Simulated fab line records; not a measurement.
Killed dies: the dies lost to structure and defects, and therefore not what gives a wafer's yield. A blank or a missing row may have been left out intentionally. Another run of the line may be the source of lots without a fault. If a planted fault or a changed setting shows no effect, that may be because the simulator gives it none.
The tool behind it: which one? :: flow berkeley cmos170 :: Sampling: 14 lots, 42 wafers, 3 of 331 route steps

## WHAT EACH GAUGE READ, for each wafer
UCB170_M1_CD_MEAS_09 targets a cd of 700 nm. Usual: cd nm 699.7 nm, standard deviation 1.2.
lot: L630
measured: day 8 20:25
on: cd sem-01
cd nm (nm): 698.8 700.9 699.6
flag: 

lot: L632
measured: day 9 15:56
on: cd sem-01
cd nm (nm): 700.3 699.2 699.6
flag: 

lot: L634
measured: day 9 16:55
on: cd sem-01
cd nm (nm): 701.0 701.5 701.3
flag: 

lot: L633
measured: day 9 16:59
on: cd sem-02
cd nm (nm): 698.1 697.6 697.1
flag: 

lot: L637
measured: day 10 12:31
on: cd sem-02
cd nm (nm): 697.7 697.5 697.9
flag: 

lot: L635
measured: day 10 13:23
on: cd sem-01
cd nm (nm): 699.4 699.4 700.1
flag: 

lot: L638
measured: day 10 14:35
on: cd sem-01
cd nm (nm): 699.2 699.7 698.9
flag: 

lot: L643
measured: day 11 07:27
on: cd sem-02
cd nm (nm): 700.0 698.1 697.9
flag: 

lot: L642
measured: day 11 07:43
on: cd sem-01
cd nm (nm): 700.6 701.3 701.3
flag: 

lot: L640
measured: day 11 08:40
on: cd sem-01
cd nm (nm): 700.1 701.6 702.2
flag: 

lot: L644
measured: day 11 08:49
on: cd sem-02
cd nm (nm): 701.0 699.8 700.6
flag: 

lot: L645
measured: day 11 09:08
on: cd sem-01
cd nm (nm): 698.8 699.8 698.9
flag: 

lot: L653
measured: day 12 19:56
on: cd sem-01
cd nm (nm): 698.0 700.4 699.6
flag: 

lot: L652
measured: day 12 20:19
on: cd sem-01
cd nm (nm): 701.8 702.4 700.7
flag: 

UCB170_V1_CD_MEAS_12 targets a cd of 700 nm. Usual: cd nm 700.2 nm, standard deviation 1.5.
lot: L630
measured: day 9 01:34
on: cd sem-02
cd nm (nm): 701.6 702.4 701.5
flag: 

lot: L632
measured: day 9 21:34
on: cd sem-02
cd nm (nm): 698.8 699.8 699.0
flag: 

lot: L634
measured: day 9 21:50
on: cd sem-02
cd nm (nm): 699.1 698.0 696.8
flag: 

lot: L633
measured: day 9 21:40
on: cd sem-02
cd nm (nm): 697.4 700.5 697.9
flag: 

lot: L637
measured: day 10 18:13
on: cd sem-02
cd nm (nm): 700.1 701.2 699.1
flag: 

lot: L635
measured: day 10 19:27
on: cd sem-02
cd nm (nm): 700.5 699.5 700.6
flag: 

lot: L638
measured: day 10 21:22
on: cd sem-02
cd nm (nm): 699.1 700.5 699.3
flag: 

lot: L643
measured: day 11 12:32
on: cd sem-02
cd nm (nm): 700.8 702.2 700.9
flag: 

lot: L642
measured: day 11 12:22
on: cd sem-01
cd nm (nm): 698.0 697.4 701.1
flag: 

lot: L640
measured: day 11 16:58
on: cd sem-01
cd nm (nm): 700.7 701.6 701.6
flag: 

lot: L644
measured: day 11 16:40
on: cd sem-01
cd nm (nm): 700.7 698.5 699.1
flag: 

lot: L645
measured: day 11 16:49
on: cd sem-02
cd nm (nm): 700.6 701.1 702.9
flag: 

lot: L653
measured: day 13 01:31
on: cd sem-01
cd nm (nm): 701.1 701.1 700.2
flag: 

lot: L652
measured: day 13 01:40
on: cd sem-01
cd nm (nm): 702.7 700.5 702.4
flag: 

UCB170_V2_BOW_MEAS_03. Usual: V2_BOW gives 38 um (standard deviation 7).
lot: L630
measured: day 9 06:05
on: film metro-02
V2_BOW (um): 38 37 32
flag: 

lot: L632
measured: day 10 01:41
on: film metro-03
V2_BOW (um): 35 51 34
flag: 

lot: L634
measured: day 10 02:40
on: film metro-02
V2_BOW (um): 30 24 32
flag: 

lot: L633
measured: day 10 01:59
on: film metro-02
V2_BOW (um): 36 48 30
flag: 

lot: L637
measured: day 11 00:36
on: film metro-04
V2_BOW (um): 48 34 41
flag: 

lot: L635
measured: day 11 03:40
on: film metro-03
V2_BOW (um): 34 34 32
flag: 

lot: L638
measured: day 11 03:58
on: film metro-02
V2_BOW (um): 35 35 45
flag: 

lot: L643
measured: day 11 16:23
on: film metro-03
V2_BOW (um): 40 45 42
flag: 

lot: L642
measured: day 11 16:10
on: film metro-04
V2_BOW (um): 42 38 43
flag: 

lot: L640
measured: day 11 23:48
on: film metro-04
V2_BOW (um): 35 22 32
flag: 

lot: L644
measured: day 11 22:59
on: film metro-04
V2_BOW (um): 41 51 52
flag: 

lot: L645
measured: day 11 23:44
on: film metro-03
V2_BOW (um): 27 53 32
flag: 

lot: L653
measured: day 13 06:50
on: film metro-02
V2_BOW (um): 39 33 36
flag: 

lot: L652
measured: day 13 07:00
on: film metro-03
V2_BOW (um): 36 45 28
flag: 

## EACH LOT AND THE TOOL THAT RAN IT (in order: tool; ch and the chambers of the sampled wafers; start)
Record: no process step prior to these readings.

## WHAT THE TOOLS THEMSELVES READ (means of the sampled wafers that have a number; where no wafer has one, the mark that the record gives instead)
The record holds no such reading with a usual standard deviation.

## THE ANSWER, worked out from the rows above alone
Rule: a lot is off if the mean of its wafers that have a number lies more than 3 standard deviations from the usual mean. Also off: a lot with no number at a reading for which 4 or more lots have one. The other lots that the step has rows for count as sound. First the gauges in route order, then the tools' own readings, where a lot's mean is used as printed above. The first step at which some lot is off is used, and at that step the reading that is off furthest; a lot without a number counts as furthest.
Across all readings shown, no lot is off: no conclusion can be drawn from this.

## WHAT HAD BEEN PUT IN BY THE SIMULATOR
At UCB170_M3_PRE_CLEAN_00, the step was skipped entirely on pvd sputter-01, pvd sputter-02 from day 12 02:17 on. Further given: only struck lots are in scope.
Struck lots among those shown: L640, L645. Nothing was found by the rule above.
